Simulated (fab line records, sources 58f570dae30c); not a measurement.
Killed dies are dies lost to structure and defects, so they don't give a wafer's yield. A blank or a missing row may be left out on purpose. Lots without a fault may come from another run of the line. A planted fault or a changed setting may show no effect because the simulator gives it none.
Which tool did it? | flow berkeley_cmos170 | 14 lots, 42 wafers sampled, at 3 steps of a route of 331

WHAT THE GAUGES READ, wafer by wafer
UCB170_NLDD_CD_MEAS_06: target cd 1200 nm. Usual: cd_nm 1199.6 nm, standard deviation 1.4.
lot  | measured     | on        | cd_nm (nm)           | flag
L725 | day 7 15:07  | cd_sem-02 | 1199.2 1200.0 1199.2 |
L726 | day 7 14:27  | cd_sem-02 | 1197.4 1199.4 1198.2 |
L728 | day 7 15:35  | cd_sem-02 | 1202.0 1200.4 1202.0 |
L729 | day 9 08:04  | cd_sem-02 | 1202.2 1202.2 1202.1 |
L730 | day 9 07:31  | cd_sem-01 | 1200.9 1199.6 1200.1 |
L732 | day 9 07:57  | cd_sem-01 | 1200.4 1201.3 1200.9 |
L734 | day 9 17:22  | cd_sem-02 | 1199.7 1197.7 1198.0 |
L735 | day 10 00:04 | cd_sem-01 | 1200.3 1200.3 1199.7 |
L738 | day 10 14:24 | cd_sem-01 | 1198.3 1199.0 1198.4 |
L741 | day 11 07:40 | cd_sem-01 | 1200.0 1200.5 1198.5 |
L742 | day 11 14:54 | cd_sem-02 | 1199.3 1199.7 1200.9 |
L747 | day 12 03:02 | cd_sem-01 | 1197.1 1197.5 1197.0 |
L748 | day 12 04:19 | cd_sem-01 | 1202.0 1201.4 1200.8 |
L745 | day 12 03:29 | cd_sem-01 | 1201.8 1199.7 1201.5 |

WHICH TOOL RAN EACH LOT (tool, then ch and the chambers of the sampled wafers, then the start)
lot  | UCB170_ACTIVE_ETCH_15             | UCB170_GATE_COAT_06
L725 | rie_diel-03 ch 1,2,3, day 4 21:47 | litho_track-01 ch 0, day 7 09:14
L726 | rie_diel-03 ch 0,1, day 5 09:52   | litho_track-02 ch 0, day 7 09:07
L728 | rie_diel-01 ch 0,1,3, day 5 10:07 | litho_track-03 ch 0, day 7 09:34
L729 | rie_diel-04 ch 1,3, day 6 14:26   | litho_track-02 ch 0, day 9 00:26
L730 | rie_diel-01 ch 1,2,3, day 6 14:37 | litho_track-01 ch 0, day 9 00:04
L732 | rie_diel-03 ch 0,3, day 6 14:48   | litho_track-03 ch 0, day 9 00:16
L734 | rie_diel-03 ch 0,1,3, day 6 23:19 | litho_track-01 ch 0, day 9 10:47
L735 | rie_diel-01 ch 0,1,3, day 7 06:28 | litho_track-02 ch 0, day 9 19:26
L738 | rie_diel-01 ch 0,2,3, day 7 17:25 | litho_track-01 ch 0, day 10 09:41
L741 | rie_diel-01 ch 0,3, day 8 08:58   | litho_track-01 ch 0, day 10 22:04
L742 | rie_diel-01 ch 1,2, day 8 18:17   | litho_track-03 ch 0, day 11 04:24
L747 | rie_diel-03 ch 0,1,2, day 9 11:38 | litho_track-02 ch 0, day 11 21:16
L748 | rie_diel-01 ch 0,1,2, day 9 12:10 | litho_track-02 ch 0, day 11 21:43
L745 | rie_diel-03 ch 0,2,3, day 9 12:11 | litho_track-03 ch 0, day 11 21:22
- UCB170_ACTIVE_ETCH_15: etches Si3N4 in CH3F/Ar/O2, stops on SiO2, target depth 242 nm, time 151 s.
- UCB170_GATE_COAT_06

WHAT THE TOOLS THEMSELVES READ (means of the sampled wafers that have a number; where no wafer has one, the mark that the record gives instead)
UCB170_ACTIVE_ETCH_15. Usual: drypump_motor_current_A 5.7 A, standard deviation 0.54; oes_product_au 0.949 a.u., standard deviation 0.013; throttle_valve_pct 8.07 %, standard deviation 0.069.
lot  | tool        | drypump_motor_current_A (A) | oes_product_au (a.u.) | throttle_valve_pct (%) | flag
L725 | rie_diel-03 | 5.6                         | 0.948                 | 8.09                   |
L726 | rie_diel-03 | 6.4                         | 0.945                 | 8.14                   |
L728 | rie_diel-01 | 5.4                         | 0.944                 | 8.06                   |
L729 | rie_diel-04 | 5.3                         | 0.955                 | 8.00                   |
L730 | rie_diel-01 | 5.6                         | 0.947                 | 8.06                   |
L732 | rie_diel-03 | 5.6                         | 0.954                 | 8.10                   |
L734 | rie_diel-03 | 5.9                         | 0.952                 | 8.12                   |
L735 | rie_diel-01 | 5.4                         | 0.955                 | 8.06                   |
L738 | rie_diel-01 | 5.6                         | 0.952                 | 8.07                   |
L741 | rie_diel-01 | 5.6                         | 0.970                 | 8.13                   |
L742 | rie_diel-01 | 5.7                         | 0.948                 | 8.01                   |
L747 | rie_diel-03 | 6.2                         | 0.933                 | 8.10                   |
L748 | rie_diel-01 | 5.5                         | 0.931                 | 7.99                   |
L745 | rie_diel-03 | 5.9                         | 0.952                 | 8.07                   |

UCB170_GATE_COAT_06. Usual: spin_speed_rpm 2999.8 rpm, standard deviation 2.1.
lot  | tool           | spin_speed_rpm (rpm) | flag
L725 | litho_track-01 | 2999.5               |
L726 | litho_track-02 | 3001.7               |
L728 | litho_track-03 | 3001.4               |
L729 | litho_track-02 | 3000.9               |
L730 | litho_track-01 | 2998.6               |
L732 | litho_track-03 | 2998.9               |
L734 | litho_track-01 | 2998.3               |
L735 | litho_track-02 | 2999.3               |
L738 | litho_track-01 | 2934.7               | OFF
L741 | litho_track-01 | 2937.7               | OFF
L742 | litho_track-03 | 2999.4               |
L747 | litho_track-02 | 3002.0               |
L748 | litho_track-02 | 2999.6               |
L745 | litho_track-03 | 3000.3               |

THE ANSWER, worked out from the rows above alone
Rule: a lot is off if the mean of its wafers that have a number lies more than 3 standard deviations from the usual mean. A lot without any number at a reading at which 4 lots or more have one is off too. The other lots that the step has rows for count as sound. The gauges are gone through in route order, then the tools' own readings, and for those a lot's mean is taken as printed above. The first step at which some lot is off is used, and at that step the reading that is off furthest; a lot without a number counts as furthest.
Off: L738, L741, at UCB170_GATE_COAT_06 (spin_speed_rpm).
A tool fits if, at that step or a process step before it, it ran every lot that is off, and no sound lot after the first of them. One fits: litho_track-01 at UCB170_GATE_COAT_06. Its last sound lot is L734 (day 9 10:47), its first lot that is off L738 (day 10 09:41): a fault that began between those two fits.
The tool's own readings at UCB170_GATE_COAT_06 bear it out: on the lots that are off they differ by more than 5 times the standard deviation of the sound lots' means. spin_speed_rpm reads 2936.2 rpm there against 3000.0 rpm on the sound lots.

WHAT THE SIMULATOR HAD PUT IN
Process parameter drift: litho_track-01, from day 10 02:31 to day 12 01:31, at UCB170_GATE_COAT_06. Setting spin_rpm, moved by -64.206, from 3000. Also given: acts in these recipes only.
Lots struck among those shown: L738, L741. The rule above found the same.
